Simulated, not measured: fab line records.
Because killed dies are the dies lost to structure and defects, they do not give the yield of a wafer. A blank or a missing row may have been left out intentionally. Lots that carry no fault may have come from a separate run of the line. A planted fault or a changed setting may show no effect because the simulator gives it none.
Which tool is to blame? / flow rit_cmos / 16 lots, 48 wafers sampled, at 5 steps of a route of 202

== WHAT EACH GAUGE READ, for each wafer ==
RIT_ACTIVE_THK_MEAS_02. Usual: ACTIVE_OXIDE_THK typically reads 46.9 nm, with standard deviation 0.86.
lot=L292; measured=day 1 12:03; on=film_metro-04; ACTIVE_OXIDE_THK (nm)=46.0 45.7 47.2; flag=
lot=L293; measured=day 1 17:41; on=film_metro-04; ACTIVE_OXIDE_THK (nm)=47.2 47.3 48.5; flag=
lot=L294; measured=day 1 22:04; on=film_metro-01; ACTIVE_OXIDE_THK (nm)=46.9 47.2 47.9; flag=
lot=L295; measured=day 2 03:14; on=film_metro-01; ACTIVE_OXIDE_THK (nm)=45.7 46.0 45.9; flag=
lot=L296; measured=day 2 08:03; on=film_metro-04; ACTIVE_OXIDE_THK (nm)=45.7 46.9 46.3; flag=
lot=L298; measured=day 2 18:04; on=film_metro-04; ACTIVE_OXIDE_THK (nm)=47.8 47.4 47.0; flag=
lot=L299; measured=day 2 23:04; on=film_metro-01; ACTIVE_OXIDE_THK (nm)=46.4 45.8 46.0; flag=
lot=L300; measured=day 3 04:03; on=film_metro-01; ACTIVE_OXIDE_THK (nm)=46.3 46.3 46.7; flag=
lot=L303; measured=day 3 19:03; on=film_metro-02; ACTIVE_OXIDE_THK (nm)=47.2 46.6 45.9; flag=
lot=L304; measured=day 4 00:04; on=film_metro-01; ACTIVE_OXIDE_THK (nm)=48.2 48.2 48.3; flag=
lot=L305; measured=day 4 05:04; on=film_metro-04; ACTIVE_OXIDE_THK (nm)=49.3 49.2 48.9; flag=
lot=L306; measured=day 4 10:03; on=film_metro-02; ACTIVE_OXIDE_THK (nm)=46.1 46.2 46.2; flag=
lot=L307; measured=day 4 15:03; on=film_metro-02; ACTIVE_OXIDE_THK (nm)=47.0 48.0 48.1; flag=
lot=L308; measured=day 4 20:03; on=film_metro-04; ACTIVE_OXIDE_THK (nm)=46.8 46.4 46.2; flag=
lot=L311; measured=day 5 11:03; on=film_metro-02; ACTIVE_OXIDE_THK (nm)=46.3 47.3 46.7; flag=
lot=L315; measured=day 6 07:04; on=film_metro-04; ACTIVE_OXIDE_THK (nm)=45.9 45.9 45.8; flag=

RIT_M1_OVL_MEAS_10. Usual: M1_OVL typically reads -0.6 nm, with standard deviation 1.4.
lot=L292; measured=day 3 07:57; on=overlay-01; M1_OVL (nm)=3.4 1.3 0.2; flag=
lot=L293; measured=day 3 12:41; on=overlay-01; M1_OVL (nm)=1.5 -0.5 1.1; flag=
lot=L294; measured=day 3 17:38; on=overlay-02; M1_OVL (nm)=-2.5 -0.5 0.0; flag=
lot=L295; measured=day 4 01:39; on=overlay-01; M1_OVL (nm)=-0.1 -0.7 0.0; flag=
lot=L296; measured=day 4 03:38; on=overlay-02; M1_OVL (nm)=-1.7 -2.4 -2.8; flag=
lot=L298; measured=day 4 13:03; on=overlay-02; M1_OVL (nm)=-0.6 1.0 0.5; flag=
lot=L299; measured=day 4 17:13; on=overlay-01; M1_OVL (nm)=-0.3 1.9 0.3; flag=
lot=L300; measured=day 4 22:32; on=overlay-02; M1_OVL (nm)=0.3 -1.2 1.0; flag=
lot=L303; measured=day 5 13:02; on=overlay-01; M1_OVL (nm)=-0.4 -1.1 -2.0; flag=
lot=L304; measured=day 5 20:14; on=overlay-01; M1_OVL (nm)=-1.2 -1.2 0.1; flag=
lot=L305; measured=day 6 01:17; on=overlay-02; M1_OVL (nm)=240.3 240.4 240.2; flag=OFF
lot=L306; measured=day 6 04:46; on=overlay-01; M1_OVL (nm)=240.6 241.0 239.7; flag=OFF
lot=L307; measured=day 6 09:01; on=overlay-02; M1_OVL (nm)=240.8 241.6 242.0; flag=OFF
lot=L308; measured=day 6 13:32; on=overlay-02; M1_OVL (nm)=237.7 238.6 238.6; flag=OFF
lot=L311; measured=day 7 06:12; on=overlay-02; M1_OVL (nm)=-3.0 -1.9 -0.7; flag=
lot=L315; measured=day 8 03:05; on=overlay-02; M1_OVL (nm)=-0.6 -0.3 1.1; flag=

RIT_M1_CD_MEAS_90: target cd 2600 nm. Usual: 2599.9 nm for cd_nm, sd 2.7.
lot=L292; measured=day 3 08:44; on=cd_sem-01; cd_nm (nm)=2599.6 2600.0 2599.1; flag=
lot=L293; measured=day 3 13:30; on=cd_sem-01; cd_nm (nm)=2602.5 2602.1 2603.1; flag=
lot=L294; measured=day 3 18:26; on=cd_sem-01; cd_nm (nm)=2600.7 2598.6 2599.6; flag=
lot=L295; measured=day 4 02:33; on=cd_sem-02; cd_nm (nm)=2600.5 2602.8 2601.7; flag=
lot=L296; measured=day 4 04:27; on=cd_sem-01; cd_nm (nm)=2598.9 2596.9 2599.3; flag=
lot=L298; measured=day 4 13:54; on=cd_sem-02; cd_nm (nm)=2600.0 2593.8 2596.3; flag=
lot=L299; measured=day 4 18:02; on=cd_sem-01; cd_nm (nm)=2598.7 2596.6 2596.4; flag=
lot=L300; measured=day 4 23:28; on=cd_sem-02; cd_nm (nm)=2602.2 2600.9 2598.5; flag=
lot=L303; measured=day 5 13:50; on=cd_sem-02; cd_nm (nm)=2597.8 2600.0 2599.8; flag=
lot=L304; measured=day 5 21:02; on=cd_sem-02; cd_nm (nm)=2599.0 2597.6 2601.7; flag=
lot=L305; measured=day 6 02:06; on=cd_sem-02; cd_nm (nm)=2601.4 2600.8 2600.4; flag=
lot=L306; measured=day 6 05:35; on=cd_sem-01; cd_nm (nm)=2602.2 2601.3 2604.9; flag=
lot=L307; measured=day 6 09:59; on=cd_sem-02; cd_nm (nm)=2595.6 2601.1 2596.4; flag=
lot=L308; measured=day 6 14:20; on=cd_sem-01; cd_nm (nm)=2599.0 2599.4 2599.3; flag=
lot=L311; measured=day 7 07:00; on=cd_sem-01; cd_nm (nm)=2595.6 2595.0 2595.5; flag=
lot=L315; measured=day 8 03:54; on=cd_sem-02; cd_nm (nm)=2602.2 2597.3 2599.1; flag=

== EACH LOT AND THE TOOL THAT RAN IT (in order: tool; ch and the chambers of the sampled wafers; start) ==
lot=L292; RIT_M1_EXPOSE_06=iline_stepper-02 ch 0, day 3 07:24; RIT_M1_METAL_ETCH_12=rie_metal-04 ch 0,1, day 3 08:14
lot=L293; RIT_M1_EXPOSE_06=iline_stepper-01 ch 0, day 3 12:08; RIT_M1_METAL_ETCH_12=rie_metal-03 ch 0,1, day 3 12:59
lot=L294; RIT_M1_EXPOSE_06=iline_stepper-01 ch 0, day 3 17:05; RIT_M1_METAL_ETCH_12=rie_metal-01 ch 0,1, day 3 17:55
lot=L295; RIT_M1_EXPOSE_06=iline_stepper-02 ch 0, day 4 01:06; RIT_M1_METAL_ETCH_12=rie_metal-04 ch 0, day 4 02:01
lot=L296; RIT_M1_EXPOSE_06=iline_stepper-01 ch 0, day 4 03:05; RIT_M1_METAL_ETCH_12=rie_metal-03 ch 0,1, day 4 03:56
lot=L298; RIT_M1_EXPOSE_06=iline_stepper-01 ch 0, day 4 12:31; RIT_M1_METAL_ETCH_12=rie_metal-04 ch 0,1, day 4 13:20
lot=L299; RIT_M1_EXPOSE_06=iline_stepper-02 ch 0, day 4 16:40; RIT_M1_METAL_ETCH_12=rie_metal-03 ch 0,1, day 4 17:33
lot=L300; RIT_M1_EXPOSE_06=iline_stepper-02 ch 0, day 4 21:59; RIT_M1_METAL_ETCH_12=rie_metal-01 ch 0,1, day 4 22:58
lot=L303; RIT_M1_EXPOSE_06=iline_stepper-02 ch 0, day 5 12:29; RIT_M1_METAL_ETCH_12=rie_metal-01 ch 0,1, day 5 13:19
lot=L304; RIT_M1_EXPOSE_06=iline_stepper-01 ch 0, day 5 19:34; RIT_M1_METAL_ETCH_12=rie_metal-04 ch 0,1, day 5 20:31
lot=L305; RIT_M1_EXPOSE_06=iline_stepper-01 ch 0, day 6 00:45; RIT_M1_METAL_ETCH_12=rie_metal-03 ch 0,1, day 6 01:34
lot=L306; RIT_M1_EXPOSE_06=iline_stepper-01 ch 0, day 6 04:13; RIT_M1_METAL_ETCH_12=rie_metal-01 ch 0, day 6 05:03
lot=L307; RIT_M1_EXPOSE_06=iline_stepper-01 ch 0, day 6 08:28; RIT_M1_METAL_ETCH_12=rie_metal-04 ch 0,1, day 6 09:18
lot=L308; RIT_M1_EXPOSE_06=iline_stepper-01 ch 0, day 6 12:59; RIT_M1_METAL_ETCH_12=rie_metal-03 ch 0,1, day 6 13:49
lot=L311; RIT_M1_EXPOSE_06=iline_stepper-02 ch 0, day 7 05:39; RIT_M1_METAL_ETCH_12=rie_metal-04 ch 0,1, day 7 06:29
lot=L315; RIT_M1_EXPOSE_06=iline_stepper-02 ch 0, day 8 02:33; RIT_M1_METAL_ETCH_12=rie_metal-03 ch 0,1, day 8 03:22
- RIT_M1_EXPOSE_06: exposes mask M12, target cd 2600 nm.
- RIT_M1_METAL_ETCH_12: etches Al in Cl2/BCl3, stops on SiO2, time 165 s, target depth 600 nm.

== AS READ BY THE TOOLS THEMSELVES (means over the sampled wafers that have a number; for cases with no such wafer, the mark the record gives instead) ==
RIT_M1_METAL_ETCH_12. Usual: bcl3_flow_sccm 50.01 sccm, standard deviation 0.14; drypump_motor_current_A 6.0 A, standard deviation 0.49; oes_product_au 0.772 a.u., standard deviation 0.014; throttle_valve_pct 8.29 %, standard deviation 0.13.
lot=L292; tool=rie_metal-04; bcl3_flow_sccm (sccm)=49.88; drypump_motor_current_A (A)=6.0; oes_product_au (a.u.)=0.785; throttle_valve_pct (%)=8.19; flag=
lot=L293; tool=rie_metal-03; bcl3_flow_sccm (sccm)=50.08; drypump_motor_current_A (A)=5.7; oes_product_au (a.u.)=0.771; throttle_valve_pct (%)=8.35; flag=
lot=L294; tool=rie_metal-01; bcl3_flow_sccm (sccm)=50.04; drypump_motor_current_A (A)=6.1; oes_product_au (a.u.)=0.787; throttle_valve_pct (%)=8.35; flag=
lot=L295; tool=rie_metal-04; bcl3_flow_sccm (sccm)=49.99; drypump_motor_current_A (A)=6.3; oes_product_au (a.u.)=0.779; throttle_valve_pct (%)=8.24; flag=
lot=L296; tool=rie_metal-03; bcl3_flow_sccm (sccm)=50.01; drypump_motor_current_A (A)=5.7; oes_product_au (a.u.)=0.779; throttle_valve_pct (%)=8.35; flag=
lot=L298; tool=rie_metal-04; bcl3_flow_sccm (sccm)=50.08; drypump_motor_current_A (A)=5.7; oes_product_au (a.u.)=0.781; throttle_valve_pct (%)=8.15; flag=
lot=L299; tool=rie_metal-03; bcl3_flow_sccm (sccm)=50.14; drypump_motor_current_A (A)=6.2; oes_product_au (a.u.)=0.758; throttle_valve_pct (%)=8.31; flag=
lot=L300; tool=rie_metal-01; bcl3_flow_sccm (sccm)=49.96; drypump_motor_current_A (A)=6.1; oes_product_au (a.u.)=0.790; throttle_valve_pct (%)=8.36; flag=
lot=L303; tool=rie_metal-01; bcl3_flow_sccm (sccm)=50.14; drypump_motor_current_A (A)=6.1; oes_product_au (a.u.)=0.780; throttle_valve_pct (%)=8.36; flag=
lot=L304; tool=rie_metal-04; bcl3_flow_sccm (sccm)=49.89; drypump_motor_current_A (A)=6.0; oes_product_au (a.u.)=0.781; throttle_valve_pct (%)=8.19; flag=
lot=L305; tool=rie_metal-03; bcl3_flow_sccm (sccm)=49.92; drypump_motor_current_A (A)=5.7; oes_product_au (a.u.)=0.776; throttle_valve_pct (%)=8.35; flag=
lot=L306; tool=rie_metal-01; bcl3_flow_sccm (sccm)=49.96; drypump_motor_current_A (A)=6.1; oes_product_au (a.u.)=0.790; throttle_valve_pct (%)=8.26; flag=
lot=L307; tool=rie_metal-04; bcl3_flow_sccm (sccm)=49.94; drypump_motor_current_A (A)=6.0; oes_product_au (a.u.)=0.774; throttle_valve_pct (%)=8.20; flag=
lot=L308; tool=rie_metal-03; bcl3_flow_sccm (sccm)=50.10; drypump_motor_current_A (A)=5.8; oes_product_au (a.u.)=0.776; throttle_valve_pct (%)=8.36; flag=
lot=L311; tool=rie_metal-04; bcl3_flow_sccm (sccm)=49.96; drypump_motor_current_A (A)=6.0; oes_product_au (a.u.)=0.776; throttle_valve_pct (%)=8.19; flag=
lot=L315; tool=rie_metal-03; bcl3_flow_sccm (sccm)=50.02; drypump_motor_current_A (A)=6.2; oes_product_au (a.u.)=0.768; throttle_valve_pct (%)=8.30; flag=

== THE ANSWER, worked out from the rows above alone ==
Rule: a lot counts as off when the mean over its wafers that have a number is more than 3 standard deviations away from the usual mean. A lot without any number at a reading at which 4 lots or more have one is off too. Where the step has rows for the other lots, those lots are counted as sound. First the gauges in route order, then the tools' own readings, where a lot's mean is used as printed above. The first step at which some lot is off is used, and at that step the reading that is off furthest; a lot without a number counts as furthest.
Off: at RIT_M1_OVL_MEAS_10 (M1_OVL), L305, L306, L307, L308.
A tool fits if, at a process step before that reading, it ran every lot that is off, and no sound lot after the first of them. The gauges at RIT_M1_OVL_MEAS_10 are tried like those tools. One fits: RIT_M1_EXPOSE_06 on iline_stepper-01. A fault onset in the window from L304 (day 5 19:34, its last sound lot) to L305 (day 6 00:45, its first lot off) fits.

== WHAT THE SIMULATOR PUT IN ==
Scanner matching overlay: iline_stepper-01, from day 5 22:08 on, at RIT_M1_EXPOSE_06. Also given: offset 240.
Struck lots among those shown: L305, L306, L307, L308. The rule above found the same.
